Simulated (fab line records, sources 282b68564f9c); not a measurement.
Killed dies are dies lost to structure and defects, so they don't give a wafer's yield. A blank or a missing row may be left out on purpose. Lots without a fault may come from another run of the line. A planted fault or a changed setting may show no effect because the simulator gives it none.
Split-lot experiment | flow rit_cmos | 5 lots, 23 wafers read, on a route of 202 steps

THE SPLIT
At RIT_M1_SPUTTER_00 (material Al, target thk 400 nm, time 500 s), the setting time_s was moved away from the recipe's 500 s on 9 of the 23 wafers read, by -10.3% to +10.1%. The other wafers ran this setting at the recipe's value.

FROM THE SPLIT TO THE READING: what the file shows between them, 4 steps
- RIT_M1_RS_MEAS_01: measures by four-point-probe
- RIT_M1_THK_MEAS_02: measures by xrf
- RIT_M1_DEVELOP_08: develop time 68 s (also split here: dev_temp_c)
- RIT_M1_HARDBAKE_11: time 120 s

THE READING
oes_product_au, in a.u., at RIT_M1_METAL_ETCH_12 (etches Al in Cl2/BCl3, stops on SiO2, time 165 s, target depth 600 nm). Fault-free wafers of this fab line usually give 0.773 a.u., standard deviation 0.01 a.u..

wafer  | tool, chamber at the split | time_s as run, s | against the recipe | oes_product_au, a.u. | against lot-mates on the recipe
L074.2 | pvd_sputter-02, -          | 500              | recipe             | 0.769                | -
L074.4 | pvd_sputter-02, -          | 500              | recipe             | 0.767                | -
L074.6 | pvd_sputter-02, -          | 500              | recipe             | 0.771                | -
L078.2 | pvd_sputter-02, -          | 500              | recipe             | 0.778                | -
L078.3 | pvd_sputter-02, -          | 469.4            | -6.1%              | 0.757                | -0.023
L078.4 | pvd_sputter-02, -          | 469.4            | -6.1%              | 0.752                | -0.028
L078.5 | pvd_sputter-02, -          | 469.4            | -6.1%              | 0.751                | -0.029
L078.6 | pvd_sputter-02, -          | 500              | recipe             | 0.782                | -
L079.1 | pvd_sputter-01, -          | 500              | recipe             | 0.784                | -
L079.2 | pvd_sputter-01, -          | 500              | recipe             | 0.784                | -
L079.3 | pvd_sputter-01, -          | 500              | recipe             | 0.779                | -
L079.4 | pvd_sputter-01, -          | 500              | recipe             | 0.776                | -
L079.5 | pvd_sputter-01, -          | 500              | recipe             | 0.788                | -
L080.1 | pvd_sputter-02, -          | 550.7            | +10.1%             | 0.826                | +0.058
L080.2 | pvd_sputter-02, -          | 550.7            | +10.1%             | 0.792                | +0.024
L080.3 | pvd_sputter-02, -          | 550.7            | +10.1%             | 0.800                | +0.032
L080.5 | pvd_sputter-02, -          | 500              | recipe             | 0.772                | -
L080.6 | pvd_sputter-02, -          | 500              | recipe             | 0.764                | -
L081.2 | pvd_sputter-01, -          | 448.3            | -10.3%             | 0.726                | -0.056
L081.3 | pvd_sputter-01, -          | 500              | recipe             | 0.779                | -
L081.4 | pvd_sputter-01, -          | 448.3            | -10.3%             | 0.726                | -0.056
L081.5 | pvd_sputter-01, -          | 448.3            | -10.3%             | 0.728                | -0.054
L081.6 | pvd_sputter-01, -          | 500              | recipe             | 0.784                | -

THE FIT
A straight line over all 23 wafers: oes_product_au changes by +0.00381 a.u. for each +1% of time_s; r = +0.92; the points scatter about the line by 0.0093 a.u..
The same after taking each lot's own level away (the mean of its wafers on the recipe; 23 wafers): +0.00446 a.u. for each +1%; r = +0.96; scatter 0.0072 a.u..
On that fit, the largest move of time_s shifts the reading by 0.046 a.u..
The lots' own levels span 0.7680 to 0.7822 a.u., that is 1.4 times the standard deviation above.
So the lot-to-lot level changes the slope: the two fits differ.
Check: with one of the wafers moved furthest among these (-10.3%) left out of the fit, the line predicts -0.0466 a.u. for it against its lot-mates. It came out at -0.0555 a.u. against them.

OTHER SPLITS ON THESE WAFERS
These wafers also went through other splits before the reading. Each is held against what the fit with the lots' levels taken away leaves over:
other split on the same wafers | wafers away from the commonest value | r with oes_product_au (lot level and that fit taken away)
RIT_CONTACT_COAT_03 spin_rpm   | 10                                   | -0.24
RIT_M1_DEVELOP_08 dev_temp_c   | 6                                    | +0.12

THE WHOLE CHAIN: every reading that the file lists as answering this split, in the file's order
step                 | what it does                                                          | reading                                                                     | change (the file's fit)                   | r (the file's)
RIT_M1_SPUTTER_00    | material Al, target thk 400 nm, time 500 s                            | Al_of_M1_SPUTTER_00.thk_nm (the simulator's own value, which no gauge read) | +3.97 nm for each +1% of the setting      | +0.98
RIT_M1_RS_MEAS_01    | measures by four-point-probe                                          | M1_AL_RS                                                                    | -0.00075 for each +1% of the setting      | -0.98
RIT_M1_THK_MEAS_02   | measures by xrf                                                       | M1_AL_THK                                                                   | +3.97 for each +1% of the setting         | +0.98
RIT_M1_METAL_ETCH_12 | etches Al in Cl2/BCl3, stops on SiO2, time 165 s, target depth 600 nm | oes_product_au                                                              | +0.00451 a.u. for each +1% of the setting | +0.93

THE FILE'S OWN FIT
oes_product_au changes by +0.00451 a.u. for each +1% of time_s, r = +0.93.
